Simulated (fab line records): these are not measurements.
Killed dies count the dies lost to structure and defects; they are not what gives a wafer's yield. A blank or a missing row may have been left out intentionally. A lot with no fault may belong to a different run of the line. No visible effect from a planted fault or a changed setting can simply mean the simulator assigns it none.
Lot-split experiment    flow berkeley_cmos170    23 wafers read across 5 lots, on a route 331 steps long

== SPLIT DETAILS ==
At UCB170_M3_COAT_10 (resist thk 900 nm), the setting spin_rpm was moved away from the recipe's 1500 rpm on 6 of the 23 wafers read, by -1.9% to +5.9%. For the rest of the wafers, this setting stayed at what the recipe calls for.

The split's own step is where the reading is taken.

== THE READING ==
KrF_of_M3_COAT_10.thk_nm (the simulator's own value, which no gauge read), in nm, at UCB170_M3_COAT_10 (resist thk 900 nm). The file does not state a usual value for it. Average 900.7 nm, standard deviation 1.9 nm, over the 17 wafers here run with the recipe.

wafer   tool, chamber at the split  spin_rpm as run, rpm  against the recipe  KrF_of_M3_COAT_10.thk_nm, nm  against lot-mates on the recipe
L077.1  litho_track-03, 0           1500                  recipe              899.2                         -
L077.3  litho_track-03, 0           1500                  recipe              900                           -
L077.4  litho_track-03, 0           1500                  recipe              899.1                         -
L077.5  litho_track-03, 0           1500                  recipe              898.3                         -
L077.6  litho_track-03, 0           1500                  recipe              900.1                         -
L079.1  litho_track-03, 0           1471                  -1.9%               913.2                         +12.9
L079.3  litho_track-03, 0           1500                  recipe              899.6                         -
L079.4  litho_track-03, 0           1500                  recipe              901                           -
L079.5  litho_track-03, 0           1471                  -1.9%               907.2                         +6.9
L079.6  litho_track-03, 0           1471                  -1.9%               907.2                         +6.9
L080.1  litho_track-02, 0           1500                  recipe              901.9                         -
L080.3  litho_track-02, 0           1500                  recipe              901.6                         -
L080.6  litho_track-02, 0           1500                  recipe              898.7                         -
L084.1  litho_track-02, 0           1588                  +5.9%               873.5                         -25.0
L084.2  litho_track-02, 0           1588                  +5.9%               873.2                         -25.3
L084.5  litho_track-02, 0           1588                  +5.9%               873.2                         -25.3
L084.3  litho_track-02, 0           1500                  recipe              897.1                         -
L084.6  litho_track-02, 0           1500                  recipe              899.9                         -
L085.1  litho_track-03, 0           1500                  recipe              902.7                         -
L085.2  litho_track-03, 0           1500                  recipe              904.1                         -
L085.4  litho_track-03, 0           1500                  recipe              904.2                         -
L085.5  litho_track-03, 0           1500                  recipe              901.9                         -
L085.6  litho_track-03, 0           1500                  recipe              901.7                         -

FIT RESULTS
A straight line over all 23 wafers: KrF_of_M3_COAT_10.thk_nm changes by -4.63 nm for each +1% of spin_rpm; r = -0.98; the points scatter about the line by 2 nm.
The same after taking each lot's own level away (the mean of its wafers on the recipe; 23 wafers): -4.34 nm for each +1%; r = -0.99; scatter 1.4 nm.
The reading moves by 25 nm for the largest change in spin_rpm, on that fit.
The lots' own levels span 898.50 to 902.92 nm, that is 2.3 times the standard deviation above.
The two slopes are in agreement: the lot-to-lot level therefore moves the slope only a little.
Check: with one of the wafers moved furthest among these (+5.9%) left out of the fit, the line predicts -25.5 nm for it against its lot-mates. It came out at -25 nm against them.

== THE OTHER SPLITS THESE WAFERS WENT THROUGH ==
Note: prior to the reading, these wafers also went through further splits. Each is held against what the fit with the lots' levels taken away leaves over:
other split on the same wafers       wafers away from the commonest value  r with KrF_of_M3_COAT_10.thk_nm (lot level and that fit taken away)
UCB170_BACKSIDE_COAT_01 spin_rpm     8                                     -0.05
UCB170_SILICIDE_SPUTTER_01 time_s    10                                    -0.22
UCB170_V1_ETCH_14 rf_w               12                                    +0.23
UCB170_M2_COAT_10 spin_rpm           7                                     -0.13
UCB170_V2_CMP_02 leave_above_ref_nm  8                                     +0.15
UCB170_V2_ETCH_14 time_s             11                                    +0.00

== FILE'S OWN FIT ==
KrF_of_M3_COAT_10.thk_nm changes by -4.33 nm for each +1% of spin_rpm, r = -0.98.
